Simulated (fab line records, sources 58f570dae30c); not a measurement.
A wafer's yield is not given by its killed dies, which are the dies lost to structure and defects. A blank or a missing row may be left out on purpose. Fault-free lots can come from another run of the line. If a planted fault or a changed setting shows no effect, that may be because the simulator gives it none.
Check for tools in common || flow berkeleyCmos170 || Lots sampled 14, wafers sampled 42

## REASON IT WAS OPENED
UCB170_PLDD_TW_MEAS_11, reading PLDD_TW: flagged on 2 of 14 lots. No-fault wafers: 1019, standard deviation 13.
Rule: flag the lot when none of its wafers has a number, or when each of its wafers that has one lies beyond 4 standard deviations from that mean. The other lots count as sound.

{"lot": "L277", "measured": "day 8 00:49", "on": "filmMetro-04", "PLDD_TW, wafer by wafer": "1022 1027 1030", "flag": ""}
{"lot": "L278", "measured": "day 8 00:55", "on": "filmMetro-04", "PLDD_TW, wafer by wafer": "1028 1035 1032", "flag": ""}
{"lot": "L276", "measured": "day 8 01:24", "on": "filmMetro-04", "PLDD_TW, wafer by wafer": "1037 1023 1031", "flag": ""}
{"lot": "L279", "measured": "day 8 01:45", "on": "filmMetro-01", "PLDD_TW, wafer by wafer": "1110 1124 1119", "flag": "FLAGGED"}
{"lot": "L283", "measured": "day 9 12:55", "on": "filmMetro-04", "PLDD_TW, wafer by wafer": "1033 1034 1032", "flag": ""}
{"lot": "L285", "measured": "day 10 00:59", "on": "filmMetro-04", "PLDD_TW, wafer by wafer": "1154 1151 1149", "flag": "FLAGGED"}
{"lot": "L287", "measured": "day 10 01:16", "on": "filmMetro-02", "PLDD_TW, wafer by wafer": "1007 1012 1019", "flag": ""}
{"lot": "L288", "measured": "day 10 01:50", "on": "filmMetro-04", "PLDD_TW, wafer by wafer": "1022 1027 1026", "flag": ""}
{"lot": "L289", "measured": "day 10 14:25", "on": "filmMetro-04", "PLDD_TW, wafer by wafer": "1020 1022 1028", "flag": ""}
{"lot": "L293", "measured": "day 11 18:15", "on": "filmMetro-04", "PLDD_TW, wafer by wafer": "1028 1030 1030", "flag": ""}
{"lot": "L294", "measured": "day 12 07:29", "on": "filmMetro-04", "PLDD_TW, wafer by wafer": "1023 1025 1022", "flag": ""}
{"lot": "L296", "measured": "day 12 14:30", "on": "filmMetro-02", "PLDD_TW, wafer by wafer": "1009 1005 1006", "flag": ""}
{"lot": "L295", "measured": "day 12 17:58", "on": "filmMetro-01", "PLDD_TW, wafer by wafer": "998 992 994", "flag": ""}
{"lot": "L297", "measured": "day 12 23:08", "on": "filmMetro-02", "PLDD_TW, wafer by wafer": "1004 1003 1002", "flag": ""}
On average the flagged lots' numbers are 1134, which is +116 against the usual, or +9 standard deviations.

## TOOL THAT RAN EACH LOT
The record holds 1 process step before the reading, out of a route of 331 steps. Cell contents, in order: the tool; ch with the chambers the sampled wafers went through; the start.
{"lot": "L277", "flag": "", "UCB170_PLDD_IMPLANT_08": "implanter-04 ch 0, day 8 00:25"}
{"lot": "L278", "flag": "", "UCB170_PLDD_IMPLANT_08": "implanter-03 ch 0, day 8 00:31"}
{"lot": "L276", "flag": "", "UCB170_PLDD_IMPLANT_08": "implanter-04 ch 0, day 8 00:58"}
{"lot": "L279", "flag": "FLAGGED", "UCB170_PLDD_IMPLANT_08": "implanter-03 ch 0, day 8 01:23"}
{"lot": "L283", "flag": "", "UCB170_PLDD_IMPLANT_08": "implanter-02 ch 0, day 9 12:32"}
{"lot": "L285", "flag": "FLAGGED", "UCB170_PLDD_IMPLANT_08": "implanter-03 ch 0, day 10 00:37"}
{"lot": "L287", "flag": "", "UCB170_PLDD_IMPLANT_08": "implanter-04 ch 0, day 10 00:52"}
{"lot": "L288", "flag": "", "UCB170_PLDD_IMPLANT_08": "implanter-02 ch 0, day 10 01:28"}
{"lot": "L289", "flag": "", "UCB170_PLDD_IMPLANT_08": "implanter-04 ch 0, day 10 14:01"}
{"lot": "L293", "flag": "", "UCB170_PLDD_IMPLANT_08": "implanter-02 ch 0, day 11 17:53"}
{"lot": "L294", "flag": "", "UCB170_PLDD_IMPLANT_08": "implanter-03 ch 0, day 12 07:05"}
{"lot": "L296", "flag": "", "UCB170_PLDD_IMPLANT_08": "implanter-02 ch 0, day 12 14:06"}
{"lot": "L295", "flag": "", "UCB170_PLDD_IMPLANT_08": "implanter-04 ch 0, day 12 17:35"}
{"lot": "L297", "flag": "", "UCB170_PLDD_IMPLANT_08": "implanter-03 ch 0, day 12 22:44"}
What the steps here do:
- UCB170_PLDD_IMPLANT_08
- UCB170_PLDD_TW_MEAS_11

## FLAGGED OVER TOTAL, TOOL BY TOOL (the gauges that took the reading come last)
{"step": "UCB170_PLDD_IMPLANT_08", "tool": "implanter-02", "lots run": 4, "flagged": 0, "share of the flagged lots": "none", "sound lots run after its first flagged lot": "-"}
{"step": "UCB170_PLDD_IMPLANT_08", "tool": "implanter-03", "lots run": 5, "flagged": 2, "share of the flagged lots": "all", "sound lots run after its first flagged lot": "2 (L294,L297)"}
{"step": "UCB170_PLDD_IMPLANT_08", "tool": "implanter-04", "lots run": 5, "flagged": 0, "share of the flagged lots": "none", "sound lots run after its first flagged lot": "-"}
{"step": "UCB170_PLDD_TW_MEAS_11", "tool": "filmMetro-01", "lots run": 2, "flagged": 1, "share of the flagged lots": "some", "sound lots run after its first flagged lot": "1 (L295)"}
{"step": "UCB170_PLDD_TW_MEAS_11", "tool": "filmMetro-02", "lots run": 3, "flagged": 0, "share of the flagged lots": "none", "sound lots run after its first flagged lot": "-"}
{"step": "UCB170_PLDD_TW_MEAS_11", "tool": "filmMetro-04", "lots run": 9, "flagged": 1, "share of the flagged lots": "some", "sound lots run after its first flagged lot": "4 (L288,L289,L293,L294)"}

## WHAT IS ALLOWED BY THE TABLE
Rows of the table that ran each flagged lot: 1, that is implanter-03 at UCB170_PLDD_IMPLANT_08.
- implanter-03 at UCB170_PLDD_IMPLANT_08: 2 of its 5 lots flagged. Sound lots followed the first flagged one (L294, L297) on it, something a lasting fault affecting the whole tool could not allow. Its own readings (beamOnS, doseIonsCm2, faradayCurrentUA) fall more than 4 standard deviations out on all wafers of the flagged lots.
None of the table's rows ran every flagged lot and, after the first, no sound lot.

## WHAT HAD BEEN PUT IN BY THE SIMULATOR
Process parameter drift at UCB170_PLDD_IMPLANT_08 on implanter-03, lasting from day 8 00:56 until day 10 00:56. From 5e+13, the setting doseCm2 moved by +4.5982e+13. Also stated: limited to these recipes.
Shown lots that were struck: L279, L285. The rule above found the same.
